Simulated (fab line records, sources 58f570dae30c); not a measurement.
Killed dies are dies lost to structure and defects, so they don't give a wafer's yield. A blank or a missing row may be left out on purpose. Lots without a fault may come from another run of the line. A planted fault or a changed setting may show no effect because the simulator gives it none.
Which tool did it? | flow berkeley_cmos170 | 15 lots, 45 wafers sampled, at 7 steps of a route of 331

WHAT THE GAUGES READ, wafer by wafer
UCB170_SACOX_THK_MEAS_02. Usual: SACOX_OXIDE_THK 14.26 nm, standard deviation 0.21.
lot  | measured     | on            | SACOX_OXIDE_THK (nm) | flag
L308 | day 6 19:58  | film_metro-03 | 14.31 14.58 14.52    |
L309 | day 7 05:17  | film_metro-02 | 14.15 14.26 14.08    |
L310 | day 7 05:18  | film_metro-03 | 14.20 14.38 14.19    |
L313 | day 7 16:49  | film_metro-02 | 14.06 14.32 14.09    |
L312 | day 7 16:49  | film_metro-04 | 14.30 14.51 14.40    |
L311 | day 7 16:50  | film_metro-03 | 14.18 14.25 14.22    |
L315 | day 8 04:55  | film_metro-04 | 14.35 14.32 14.51    |
L316 | day 8 04:57  | film_metro-03 | 13.95 13.91 13.86    |
L314 | day 8 05:01  | film_metro-03 | 14.04 14.02 13.94    |
L318 | day 8 05:04  | film_metro-04 | 14.07 13.99 13.98    |
L321 | day 9 05:52  | film_metro-04 | 14.41 14.67 14.59    |
L325 | day 9 05:52  | film_metro-02 | 14.40 14.59 14.27    |
L322 | day 9 05:56  | film_metro-03 | 14.29 14.34 14.06    |
L326 | day 9 23:43  | film_metro-03 | 14.35 14.39 14.12    |
L328 | day 10 12:28 | film_metro-02 | 14.17 14.18 14.29    |

UCB170_GATE_CD_MEAS_12: target cd 350 nm. Usual: cd_nm 350.5 nm, standard deviation 1.5.
lot  | measured     | on        | cd_nm (nm)        | flag
L308 | day 7 23:22  | cd_sem-01 | 349.0 349.6 349.5 |
L309 | day 8 11:40  | cd_sem-01 | 350.8 352.9 352.4 |
L310 | day 8 11:55  | cd_sem-02 | 349.5 348.4 349.8 |
L313 | day 8 22:38  | cd_sem-02 | 349.2 351.1 351.2 |
L312 | day 8 22:11  | cd_sem-02 | 350.3 350.6 351.2 |
L311 | day 8 22:26  | cd_sem-02 | 351.3 350.8 350.6 |
L315 | day 9 16:36  | cd_sem-02 | 349.9 348.0 348.6 |
L316 | day 9 16:42  | cd_sem-02 | 349.6 348.7 349.9 |
L314 | day 9 16:56  | cd_sem-02 | 350.4 351.4 350.7 |
L318 | day 9 17:22  | cd_sem-02 | 352.6 351.2 352.6 |
L321 | day 10 19:37 | cd_sem-02 | 352.4 351.6 353.2 |
L325 | day 10 19:38 | cd_sem-01 | 349.4 350.6 348.8 |
L322 | day 10 19:29 | cd_sem-01 | 352.8 351.4 350.4 |
L326 | day 11 04:26 | cd_sem-02 | 352.4 351.2 352.0 |
L328 | day 11 20:04 | cd_sem-02 | 351.8 352.0 352.2 |

UCB170_PSD_TW_MEAS_10. Usual: PSD_TW 2346, standard deviation 20.
lot  | measured     | on            | PSD_TW         | flag
L308 | day 8 11:23  | film_metro-03 | 2309 2318 2310 |
L309 | day 9 00:31  | film_metro-01 | 2358 2357 2355 |
L310 | day 9 00:48  | film_metro-04 | 2374 2381 2373 |
L313 | day 9 13:37  | film_metro-03 | 2313 2316 2308 |
L312 | day 9 13:08  | film_metro-01 | 2343 2352 2342 |
L311 | day 9 13:16  | film_metro-03 | 2323 2332 2320 |
L315 | day 10 03:10 | film_metro-03 | 2321 2325 2333 |
L316 | day 10 06:52 | film_metro-03 | 2337 2324 2315 |
L314 | day 10 06:31 | film_metro-04 | 2360 2356 2370 |
L318 | day 10 06:47 | film_metro-04 | 2371 2381 2379 |
L321 | day 11 08:44 | film_metro-04 | 2350 2351 2366 |
L325 | day 11 09:17 | film_metro-01 | 2193 2197 2195 | OFF
L322 | day 11 08:21 | film_metro-01 | 2193 2195 2206 | OFF
L326 | day 11 20:05 | film_metro-04 | 2207 2204 2203 | OFF
L328 | day 12 10:55 | film_metro-01 | 2358 2346 2355 |

UCB170_SDANNEAL_RS_MEAS_02: measures by four-point-probe. Usual: PSD_RS 75.6 ohm/sq, standard deviation 0.32.
lot  | measured     | on            | PSD_RS (ohm/sq) | flag
L308 | day 8 18:15  | film_metro-04 | 75.7 75.5 76.0  |
L309 | day 9 06:34  | film_metro-04 | 75.6 75.5 75.6  |
L310 | day 9 06:55  | film_metro-01 | 75.2 75.5 75.5  |
L313 | day 9 16:58  | film_metro-03 | 76.1 75.9 76.6  |
L312 | day 9 16:20  | film_metro-03 | 75.1 75.4 75.4  |
L311 | day 9 16:37  | film_metro-04 | 75.1 75.3 75.3  |
L315 | day 10 10:26 | film_metro-01 | 75.5 75.3 75.7  |
L316 | day 10 11:13 | film_metro-04 | 75.5 75.7 75.7  |
L314 | day 10 10:44 | film_metro-04 | 75.8 75.9 75.9  |
L318 | day 10 11:11 | film_metro-03 | 75.4 75.4 75.7  |
L321 | day 11 14:19 | film_metro-03 | 75.5 75.7 75.5  |
L325 | day 11 15:29 | film_metro-04 | 89.0 89.0 88.7  | OFF
L322 | day 11 13:58 | film_metro-01 | 88.3 88.5 88.0  | OFF
L326 | day 12 01:23 | film_metro-03 | 87.7 87.5 87.4  | OFF
L328 | day 12 15:24 | film_metro-03 | 75.9 75.7 75.7  |

WHICH TOOL RAN EACH LOT (tool, then ch and the chambers of the sampled wafers, then the start)
lot  | UCB170_PSD_IMPLANT_08           | UCB170_PSD_STRIP_09                  | UCB170_SDANNEAL_RTA_00
L308 | implanter-01 ch 0, day 8 11:08  | plasma_asher-03 ch 0,1, day 8 11:17  | rtp_anneal-01 ch 0, day 8 18:07
L309 | implanter-03 ch 0, day 9 00:16  | plasma_asher-01 ch 0,1, day 9 00:25  | rtp_anneal-02 ch 0, day 9 06:26
L310 | implanter-02 ch 0, day 9 00:34  | plasma_asher-03 ch 0,1, day 9 00:41  | rtp_anneal-01 ch 0, day 9 06:47
L313 | implanter-03 ch 0, day 9 13:22  | plasma_asher-03 ch 0,1, day 9 13:31  | rtp_anneal-02 ch 0, day 9 16:50
L312 | implanter-02 ch 0, day 9 12:55  | plasma_asher-01 ch 0,1, day 9 13:02  | rtp_anneal-02 ch 0, day 9 16:12
L311 | implanter-01 ch 0, day 9 13:03  | plasma_asher-02 ch 0,1, day 9 13:11  | rtp_anneal-01 ch 0, day 9 16:28
L315 | implanter-01 ch 0, day 10 02:56 | plasma_asher-03 ch 0,1, day 10 03:04 | rtp_anneal-02 ch 0, day 10 10:18
L316 | implanter-01 ch 0, day 10 06:37 | plasma_asher-01 ch 0,1, day 10 06:46 | rtp_anneal-02 ch 0, day 10 10:57
L314 | implanter-02 ch 0, day 10 06:16 | plasma_asher-03 ch 0,1, day 10 06:25 | rtp_anneal-02 ch 0, day 10 10:36
L318 | implanter-03 ch 0, day 10 06:34 | plasma_asher-02 ch 0,1, day 10 06:41 | rtp_anneal-01 ch 0, day 10 10:59
L321 | implanter-01 ch 0, day 11 08:29 | plasma_asher-03 ch 0,1, day 11 08:38 | rtp_anneal-02 ch 0, day 11 14:11
L325 | implanter-03 ch 0, day 11 09:02 | plasma_asher-02 ch 0,1, day 11 09:11 | rtp_anneal-02 ch 0, day 11 15:22
L322 | implanter-03 ch 0, day 11 08:08 | plasma_asher-01 ch 0,1, day 11 08:16 | rtp_anneal-01 ch 0, day 11 13:50
L326 | implanter-03 ch 0, day 11 19:50 | plasma_asher-03 ch 0, day 11 19:59   | rtp_anneal-02 ch 0, day 12 01:16
L328 | implanter-02 ch 0, day 12 10:40 | plasma_asher-01 ch 0,1, day 12 10:48 | rtp_anneal-01 ch 0, day 12 15:16
- UCB170_PSD_IMPLANT_08
- UCB170_PSD_STRIP_09: strips in O2.
- UCB170_SDANNEAL_RTA_00: time 10 s.

WHAT THE TOOLS THEMSELVES READ (means of the sampled wafers that have a number; where no wafer has one, the mark that the record gives instead)
UCB170_PSD_IMPLANT_08. Usual: beam_energy_keV 19.999, standard deviation 0.0058; dose_ions_cm2 3.0003e+15, standard deviation 2.8e+12; faraday_current_uA 9281, standard deviation 180.
lot  | tool         | beam_energy_keV | dose_ions_cm2 | faraday_current_uA | flag
L308 | implanter-01 | 19.996          | 2.9995e+15    | 9247               |
L309 | implanter-03 | 20.001          | 3.0019e+15    | 9389               |
L310 | implanter-02 | 19.992          | 3.0023e+15    | 9362               |
L313 | implanter-03 | 20.001          | 2.9980e+15    | 9295               |
L312 | implanter-02 | 20.004          | 3.0034e+15    | 9255               |
L311 | implanter-01 | 20.000          | 2.9987e+15    | 9239               |
L315 | implanter-01 | 19.996          | 2.9996e+15    | 9252               |
L316 | implanter-01 | 20.002          | 3.0005e+15    | 9380               |
L314 | implanter-02 | 19.996          | 2.9986e+15    | 9281               |
L318 | implanter-03 | 20.007          | 2.9967e+15    | 9198               |
L321 | implanter-01 | 19.990          | 3.0003e+15    | 9043               |
L325 | implanter-03 | 20.004          | 2.3957e+15    | 7359               | OFF
L322 | implanter-03 | 20.006          | 2.3917e+15    | 7420               | OFF
L326 | implanter-03 | 19.995          | 2.3955e+15    | 7526               | OFF
L328 | implanter-02 | 19.998          | 2.9977e+15    | 9213               |

UCB170_PSD_STRIP_09. Usual: drypump_motor_current_A 5.4 A, standard deviation 0.55; o2_flow_sccm 399.9 sccm, standard deviation 1.2; oes_product_au 0.599 a.u., standard deviation 0.0042; strip_time_to_endpoint_s 29.37 s, standard deviation 0.085.
lot  | tool            | drypump_motor_current_A (A) | o2_flow_sccm (sccm) | oes_product_au (a.u.) | strip_time_to_endpoint_s (s) | flag
L308 | plasma_asher-03 | 6.1                         | 399.3               | 0.600                 | 29.42                        |
L309 | plasma_asher-01 | 5.1                         | 399.7               | 0.600                 | 29.43                        |
L310 | plasma_asher-03 | 6.0                         | 400.0               | 0.600                 | 29.42                        |
L313 | plasma_asher-03 | 5.6                         | 400.4               | 0.603                 | 29.30                        |
L312 | plasma_asher-01 | 5.2                         | 399.7               | 0.598                 | 29.34                        |
L311 | plasma_asher-02 | 5.4                         | 399.1               | 0.599                 | 29.48                        |
L315 | plasma_asher-03 | 6.0                         | 399.9               | 0.602                 | 29.40                        |
L316 | plasma_asher-01 | 5.2                         | 400.4               | 0.599                 | 29.26                        |
L314 | plasma_asher-03 | 6.0                         | 398.7               | 0.593                 | 29.32                        |
L318 | plasma_asher-02 | 5.1                         | 400.6               | 0.597                 | 29.34                        |
L321 | plasma_asher-03 | 5.6                         | 401.1               | 0.602                 | 29.39                        |
L325 | plasma_asher-02 | 5.4                         | 399.8               | 0.632                 | 27.02                        | OFF
L322 | plasma_asher-01 | 5.2                         | 400.2               | 0.630                 | 27.06                        | OFF
L326 | plasma_asher-03 | 5.2                         | 400.1               | 0.631                 | 27.09                        | OFF
L328 | plasma_asher-01 | 5.1                         | 400.8               | 0.599                 | 29.30                        |

UCB170_SDANNEAL_RTA_00. Usual: anneal_temp_c_max 904.2, standard deviation 2.2; lamp_power_pct 23.8 %, standard deviation 0.93; wafer_temp_C_max 903.9, standard deviation 1.6.
lot  | tool          | anneal_temp_c_max | lamp_power_pct (%) | wafer_temp_C_max | flag
L308 | rtp_anneal-01 | 906.4             | 22.8               | 905.6            |
L309 | rtp_anneal-02 | 902.4             | 24.7               | 902.5            |
L310 | rtp_anneal-01 | 905.6             | 22.8               | 905.3            |
L313 | rtp_anneal-02 | 901.9             | 24.7               | 902.8            |
L312 | rtp_anneal-02 | 902.9             | 24.6               | 902.7            |
L311 | rtp_anneal-01 | 905.7             | 22.8               | 906.2            |
L315 | rtp_anneal-02 | 901.9             | 24.6               | 902.5            |
L316 | rtp_anneal-02 | 903.5             | 24.6               | 902.6            |
L314 | rtp_anneal-02 | 901.8             | 24.7               | 902.2            |
L318 | rtp_anneal-01 | 907.8             | 22.8               | 905.0            |
L321 | rtp_anneal-02 | 902.3             | 24.7               | 902.8            |
L325 | rtp_anneal-02 | 902.1             | 24.7               | 902.2            |
L322 | rtp_anneal-01 | 907.2             | 22.8               | 905.5            |
L326 | rtp_anneal-02 | 902.4             | 24.7               | 903.1            |
L328 | rtp_anneal-01 | 906.4             | 22.8               | 905.4            |

THE ANSWER, worked out from the rows above alone
Rule: a lot is off if the mean of its wafers that have a number lies more than 3 standard deviations from the usual mean. A lot without any number at a reading at which 4 lots or more have one is off too. The other lots that the step has rows for count as sound. The gauges are gone through in route order, then the tools' own readings, and for those a lot's mean is taken as printed above. The first step at which some lot is off is used, and at that step the reading that is off furthest; a lot without a number counts as furthest.
Off: L325, L322, L326, at UCB170_PSD_TW_MEAS_10 (PSD_TW).
A tool fits if, at a process step before that reading, it ran every lot that is off, and no sound lot after the first of them. The gauges at UCB170_PSD_TW_MEAS_10 aren't tried: what is off there is off at UCB170_PSD_IMPLANT_08 too, on other tools, and a gauge's error can't cause that. One fits: implanter-03 at UCB170_PSD_IMPLANT_08. Its last sound lot is L318 (day 10 06:34), its first lot that is off L322 (day 11 08:08): a fault that began between those two fits.
The tool's own readings at UCB170_PSD_IMPLANT_08 bear it out: on the lots that are off they differ by more than 5 times the standard deviation of the sound lots' means. dose_ions_cm2 reads 2.3943e+15 there against 2.9998e+15 on the sound lots; faraday_current_uA reads 7435 there against 9263 on the sound lots.

WHAT THE SIMULATOR HAD PUT IN
Process parameter drift: implanter-03, from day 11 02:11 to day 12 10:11, at UCB170_PSD_IMPLANT_08. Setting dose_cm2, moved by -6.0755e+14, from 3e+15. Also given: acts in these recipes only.
Lots struck among those shown: L325, L322, L326. The rule above found the same.
